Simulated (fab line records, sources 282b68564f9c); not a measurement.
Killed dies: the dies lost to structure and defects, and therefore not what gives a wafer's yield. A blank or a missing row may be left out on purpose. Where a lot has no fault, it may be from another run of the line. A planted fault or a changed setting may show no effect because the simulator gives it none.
A lot that was struck, set against a sound lot / flow ritCmos / 21 out of 202 route steps
Sound: these wafers, L250.1, L250.4, L250.5. Struck: wafers L256.2, L256.3, L256.5. The cause is given at the end.
For every step that has rows: the tool of each side, followed by ch and its chambers, followed by its first start. Under that, the readings that differ: sound wafers / struck wafers / difference of the means / sigmas: that difference in standard deviations of wafers without a fault.
alike: a reading whose means differ by less than 2 such deviations, as well as words and numbers matching on both sides. not compared: withheld readings; readings where some wafer has no value; bounds like >300 that might hide an equal value; numbers whose values overlap and for which the record gives no deviation.
The two part at a step that has a row with sigmas, a row that says differs or no value, or rows on one side only. When numbers do not overlap yet have no deviation, they are printed without sigmas and do not part them. Lack of a reading on every wafer of one side parts them only where that side has two or more wafers.

first, 1 step without rows for these wafers: RIT_SILICIDE_WET_ETCH_00 (etches SiO2 in BOE, target depth 14 nm, time 15 s).
RIT_SILICIDE_SPUTTER_01: material Ti, target thk 30 nm, time 240 s.
  struck on pvdSputter-03, day 4 12:34; sound on pvdSputter-03, day 3 09:03
  alike: substrateTempC, throttleValvePct
RIT_SILICIDE_RS_MEAS_02: measurement is done with a four-point probe.
  struck on filmMetro-01, day 4 12:44; sound on filmMetro-02, day 3 09:12
  alike: SILICIDE_TI_RS
RIT_SILICIDE_THK_MEAS_03: measures by xrf.
  struck on filmMetro-01, day 4 12:50; sound on filmMetro-02, day 3 09:19
  alike: SILICIDE_TI_THK
RIT_SILICIDE_RTA_04: time 10 s, ramp up 5 s, ramp down 5 s.
  sound on rtpAnneal-02 ch 0, day 3 09:23; struck on rtpAnneal-01 ch 0, day 4 12:54
  alike: wafer_temp_C_max
then, 1 step without rows for these wafers: RIT_SILICIDE_WET_ETCH_05 (etches Ti in SPM, time 120 s).
RIT_SILICIDE_RTA_06: time 10 s, ramp up 5 s, ramp down 10 s.
  sound on rtpAnneal-01 ch 0, day 3 09:29; struck on rtpAnneal-01 ch 0, day 4 13:01
  alike: wafer_temp_C_max
RIT_CONTACT_CVD_00: deposits SiO2 from TEOS, target thk 400 nm, time 61 s.
  sound on pecvd-02 ch 0,1, day 3 09:34; struck on pecvd-02 ch 1,2, day 4 13:04
  alike: heaterPowerW
RIT_CONTACT_THK_MEAS_01:
  struck on filmMetro-03, day 4 13:08; sound on filmMetro-03, day 3 09:37
  alike: CONTACT_TEOS_THK
then, 3 steps without rows for these wafers: RIT_CONTACT_HMDS_02 (prime time 60 s); RIT_CONTACT_COAT_03 (resist thk 1000 nm); RIT_CONTACT_SOFTBAKE_04 (time 60 s).
RIT_CONTACT_EXPOSE_05: exposes mask M11, target cd 1000 nm.
  sound on ilineStepper-01 ch 0, day 3 10:07; struck on ilineStepper-01 ch 0, day 4 13:46
reading=mask; sound=M11#0 M11#0 M11#0; struck=M11_R1#0 M11_R1#0 M11_R1#0; difference=differs; sigmas=
  alike: exposureDoseMJCm2, focusOffsetNm
then, 2 steps without rows for these wafers: RIT_CONTACT_PEB_06; RIT_CONTACT_DEVELOP_07 (develop time 120 s).
RIT_CONTACT_CD_MEAS_08: the cd target is 1000 nm.
  struck on cdSem-01, day 4 14:17; sound on cdSem-01, day 3 10:38
reading=cdNm (nm); sound=1000.1 1000.9 1000.2; struck=1148.2 1149.8 1147.7; difference=+148.2; sigmas=+87
RIT_CONTACT_OVL_MEAS_09:
  struck on overlay-01, day 4 14:23; sound on overlay-01, day 3 10:45
  alike: CONTACT_OVL
then, 1 step without rows for these wafers: RIT_CONTACT_HARDBAKE_10 (time 60 s).
RIT_CONTACT_ETCH_11: etches SiO2 in CHF3/CF4/Ar, stops on TiSi2, target depth 480 nm, time 320 s.
  sound on rieDiel-03 ch 1,2, day 3 10:56; struck on rieDiel-01 ch 0,1,3, day 4 14:34
reading=model.CONTACT.cdNm (nm); sound=999.9 1001 1000; struck=1148 1150 1148; difference=+148; sigmas=
  alike: drypumpMotorCurrentA, oesProductAu, throttleValvePct
  not compared: rfHoursCounterH
RIT_CONTACT_STRIP_12: strips in O2, time 180 s.
  sound on plasmaAsher-02 ch 0,1, day 3 11:08; struck on plasmaAsher-01 ch 0,1, day 4 14:46
  alike: drypumpMotorCurrentA
  not compared: rfHoursCounterH
RIT_M1_PROBE_99:
  struck on prober-02, day 4 20:34; sound on prober-02, day 3 15:49
reading=model.etest.contactToGate.bvRightV (V); sound=88.57 87.65 90.52; struck=52.44 53.23 53.38; difference=-35.90; sigmas=
reading=model.etest.contactToGate.bvLeftV (V); sound=89.63 90.22 92.08; struck=54.1 50.1 53.47; difference=-38.1; sigmas=
reading=model.etest.contactNpoly.rcOhm; sound=1.439 1.368 1.395; struck=1.328 1.367 1.331; difference=-0.059; sigmas=
reading=model.etest.contactNplus.rcOhm; sound=1.434 1.401 1.414; struck=1.307 1.287 1.298; difference=-0.119; sigmas=
reading=model.etest.contactPpoly.rcOhm; sound=1.393 1.361 1.406; struck=1.302 1.279 1.274; difference=-0.102; sigmas=
  not compared: model.etest.contactPplus.rcOhm

== WHERE THEY PART ==
Last at RIT_CONTACT_CD_MEAS_08 as far as this record goes, first at RIT_CONTACT_EXPOSE_05. Later steps at which nothing parts them and some readings are alike: RIT_CONTACT_OVL_MEAS_09, RIT_CONTACT_ETCH_11, RIT_CONTACT_STRIP_12.

WHY: what had been put in by the simulator
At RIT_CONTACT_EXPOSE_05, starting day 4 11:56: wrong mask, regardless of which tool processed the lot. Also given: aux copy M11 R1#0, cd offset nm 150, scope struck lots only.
